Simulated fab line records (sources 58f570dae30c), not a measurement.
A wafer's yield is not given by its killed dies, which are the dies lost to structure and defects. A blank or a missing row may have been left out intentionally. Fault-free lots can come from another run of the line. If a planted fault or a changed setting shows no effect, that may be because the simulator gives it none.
Code-filled problem report in 8D (eight disciplines) form ; flow berkeley cmos170 ; the parts of the form that need people (team, actions taken, sign-off) are left out

== 1. WHAT IS WRONG ==
At UCB170_M3_COAT_10, spin speed rpm averages 1521.6 rpm over 6 wafers from 2 lots, while fault-free wafers read 1499.8 rpm, standard deviation 1.3. Measured from the usual mean, that is +17 standard deviations.
The step: resist thk 900 nm.
Seen first at day 10 01:00 on litho track-03, wafer L294.1. Wafers with a number at this step in the record: 18, from 6 lots. By rule, "out" or "out of limits" means more than 4 standard deviations away from the usual mean. All remaining wafers that have a number are taken as sound.

== 2. WHAT IT IS AND WHAT IT IS NOT ==
question;is;is not
which readings at this step;spin speed rpm;-
which lots;L292, L294;L291, L300, L302, L304
which wafers of those lots;all that have a number;-
read on which tools;litho track-03;litho track-02, litho track-04
when;from day 10 01:00;"up to then (3 sound wafers); but 9 sound wafers of L300, L302, L304 came after"

== 3. SUSPECTS, AND WHAT RULES EACH OUT ==
Counting: any tool at a process step up to the reading is kept as a suspect provided that every lot that is out went through it and no sound lot did after the first of them.
- plasma asher-01 at UCB170_V2_STRIP_15 (strips in O2): ruled out as a lasting fault. Following L294 (day 9 23:08), the first lot on it that is out, the sound lots L300 were run on it.
- litho track-03 at UCB170_M3_COAT_10 (resist thk 900 nm): kept. It processed each lot that is out, first L294 at day 10 01:00, and no sound lot thereafter; up to then, the last sound lot it processed was L291 at day 9 14:00. Its own readings are out on those wafers: spin speed rpm.
Remaining after the count: litho track-03 at UCB170_M3_COAT_10.

== 4. THE CAUSE (what the simulator had put in) ==
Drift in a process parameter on litho track-03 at UCB170_M3_COAT_10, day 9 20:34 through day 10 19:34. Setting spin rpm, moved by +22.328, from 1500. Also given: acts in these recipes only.
The count eliminated every tool but this one.

== 5. THE CHAIN OF EFFECTS, in route order ==
One row per reading whose mean, taken over the struck wafers that have a number, lies over 3 standard deviations from the usual. Only readings whose record carries a usual standard deviation are examined. hours: median over the lots of the time between each lot's start at the first step of this table that gives one and its start at this step. sigmas: the change, counted in usual standard deviations.
hours;step;reading;usual;on struck wafers;change;sigmas
0;UCB170_M3_COAT_10;spin speed rpm;1499.8 rpm;1521.6;+21.8;+17
Here are the process steps it includes:
- UCB170_M3_COAT_10: resist thk 900 nm.
Later steps that measure or inspect, where all struck wafers having a row at the step show a number for every such reading and not one has moved that far: UCB170_M3_CD_MEAS_15.

== 6. HOW IT WOULD HAVE BEEN CAUGHT EARLIER ==
In this record the first reading out of limits was taken at day 10 01:00, 4 hours after the fault began at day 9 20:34.
